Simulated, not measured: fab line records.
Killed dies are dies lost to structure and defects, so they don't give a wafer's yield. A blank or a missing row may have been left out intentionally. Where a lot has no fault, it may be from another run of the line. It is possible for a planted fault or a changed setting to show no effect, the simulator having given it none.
A struck lot beside a sound one | flow rit cmos | 27 steps out of a route of 202
Sound: wafers L254.2, L254.4, L254.6. Struck: wafer L261.5. (L261.2, L261.4 of the same lot were not struck and are left out.) The cause comes at the end.
Each step with rows lists, per side, the tool, then ch with its chambers, then its first start. Under that, the readings that differ: sound wafers | struck wafers | difference of the means | sigmas: that difference in standard deviations of wafers without a fault.
alike: readings whose means differ by less than 2 such deviations, and words and numbers that are the same on both sides. not compared: withheld readings, readings that some wafer has no value for, bounds like >300 that may hide the same value, and numbers for which the record gives no deviation and whose values overlap.
The two part at a step that has a row with sigmas, a row that says differs or no value, or rows on one side only. Numbers that have no deviation but don't overlap get no sigmas and don't part them. A reading that every wafer of one side lacks parts them only if that side has two wafers or more.

first, 4 steps without rows for these wafers: RIT_CONTACT_SOFTBAKE_04 (time 60 s); RIT_CONTACT_EXPOSE_05 (exposes mask M11, target cd 1000 nm); RIT_CONTACT_PEB_06; RIT_CONTACT_DEVELOP_07 (develop time 120 s).
RIT_CONTACT_CD_MEAS_08 targets a cd of 1000 nm.
  sound: cd sem-01 at day 3 03:29; struck: cd sem-02 at day 4 14:56
  alike: cd nm
RIT_CONTACT_OVL_MEAS_09:
  sound: overlay-01 at day 3 03:36; struck: overlay-01 at day 4 15:02
  alike: CONTACT_OVL
then, 1 step without rows for these wafers: RIT_CONTACT_HARDBAKE_10 (time 60 s).
RIT_CONTACT_ETCH_11: etches SiO2 in CHF3/CF4/Ar, stops on TiSi2, target depth 480 nm, time 320 s.
  sound on rie diel-03 ch 0,2, day 3 03:47; struck on rie diel-03 ch 1, day 4 15:13
  alike: drypump motor current A, oes product au, throttle valve pct
  not compared: rf hours counter h
RIT_CONTACT_STRIP_12: strips in O2, time 180 s.
  sound on plasma asher-01 ch 0,1, day 3 03:58; struck on plasma asher-01 ch 0, day 4 15:25
  alike: drypump motor current A, rf refl power W
  not compared: rf hours counter h
RIT_CONTACT_CD_MEAS_90 targets a cd of 1000 nm.
  sound: cd sem-02 at day 3 04:10; struck: cd sem-02 at day 4 15:36
  alike: cd nm
then, 2 steps without rows for these wafers: RIT_CONTACT_CLEAN_13 (cleans in SC1, time 600 s); RIT_CONTACT_CLEAN_14 (cleans in SC2, time 600 s).
RIT_M1_SPUTTER_00: material Al, target thk 400 nm, time 500 s.
  sound: pvd sputter-02 at day 3 04:38; struck: pvd sputter-03 at day 4 16:03
  reading                               | sound             | struck | difference | sigmas
  model.Al_of_M1_SPUTTER_00.thk nm (nm) | 403.8 403.9 406.6 | 186.2  | -218.6     |
  alike: throttle valve pct
RIT_M1_RS_MEAS_01: measures by four-point-probe.
  sound: film metro-04 at day 3 04:57; struck: film metro-02 at day 4 16:22
  reading           | sound                | struck | difference | sigmas
  M1_AL_RS (ohm/sq) | 0.0724 0.0725 0.0719 | 0.1633 | +0.0910    | +99 or more
RIT_M1_THK_MEAS_02: measures by xrf.
  sound: film metro-04 at day 3 05:04; struck: film metro-02 at day 4 16:29
  reading        | sound       | struck | difference | sigmas
  M1_AL_THK (nm) | 398 398 401 | 183    | -216       | -57
then, 6 steps without rows for these wafers: RIT_M1_HMDS_03 (prime time 60 s); RIT_M1_COAT_04 (resist thk 1300 nm); RIT_M1_SOFTBAKE_05 (time 60 s); RIT_M1_EXPOSE_06 (exposes mask M12, target cd 2600 nm); RIT_M1_PEB_07; RIT_M1_DEVELOP_08 (develop time 68 s).
RIT_M1_CD_MEAS_09 targets a cd of 2600 nm.
  sound: cd sem-02 at day 3 06:08; struck: cd sem-01 at day 4 17:26
  reading    | sound                | struck | difference | sigmas
  cd nm (nm) | 2600.7 2601.9 2600.9 | 2594.9 | -6.3       | -3
RIT_M1_OVL_MEAS_10:
  sound: overlay-02 at day 3 06:14; struck: overlay-02 at day 4 17:32
  alike: M1_OVL
then, 1 step without rows for these wafers: RIT_M1_HARDBAKE_11 (time 120 s).
RIT_M1_METAL_ETCH_12: etches Al in Cl2/BCl3, stops on SiO2, time 165 s, target depth 600 nm.
  sound on rie metal-01 ch 0,1, day 3 06:31; struck on rie metal-04 ch 1, day 4 17:49
  reading               | sound             | struck | difference | sigmas
  oes product au (a.u.) | 0.777 0.753 0.773 | 0.538  | -0.230     | -18
  alike: drypump motor current A, throttle valve pct
  not compared: rf hours counter h
then, 1 step without rows for these wafers: RIT_M1_STRIP_13 (strips in nmp, time 600 s).
RIT_M1_PROBE_99:
  sound: prober-01 at day 3 10:43; struck: prober-02 at day 4 20:16
  reading                               | sound                      | struck   | difference | sigmas
  model.etest.m1.rs ohm sq              | 0.07198 0.07183 0.07138    | 0.1559   | +0.0842    |
  model.etest.antenna m1.vt shift v (V) | -0.01138 -0.01283 -0.01371 | -0.01776 | -0.00512   |
  alike: defect limited yield, killed at contacts, killed at front end, killed dies, killed open, killed short, sort_bin_3_pad_short, sort_bin_5_function, sort_bin_6_memory, sort n pass, sort yield pct

WHERE THEY PART
Last at RIT_M1_METAL_ETCH_12 as far as this record goes, first at RIT_M1_RS_MEAS_01. Later steps at which nothing parts them and some readings are alike: RIT_M1_PROBE_99.

WHY: the cause the simulator had injected
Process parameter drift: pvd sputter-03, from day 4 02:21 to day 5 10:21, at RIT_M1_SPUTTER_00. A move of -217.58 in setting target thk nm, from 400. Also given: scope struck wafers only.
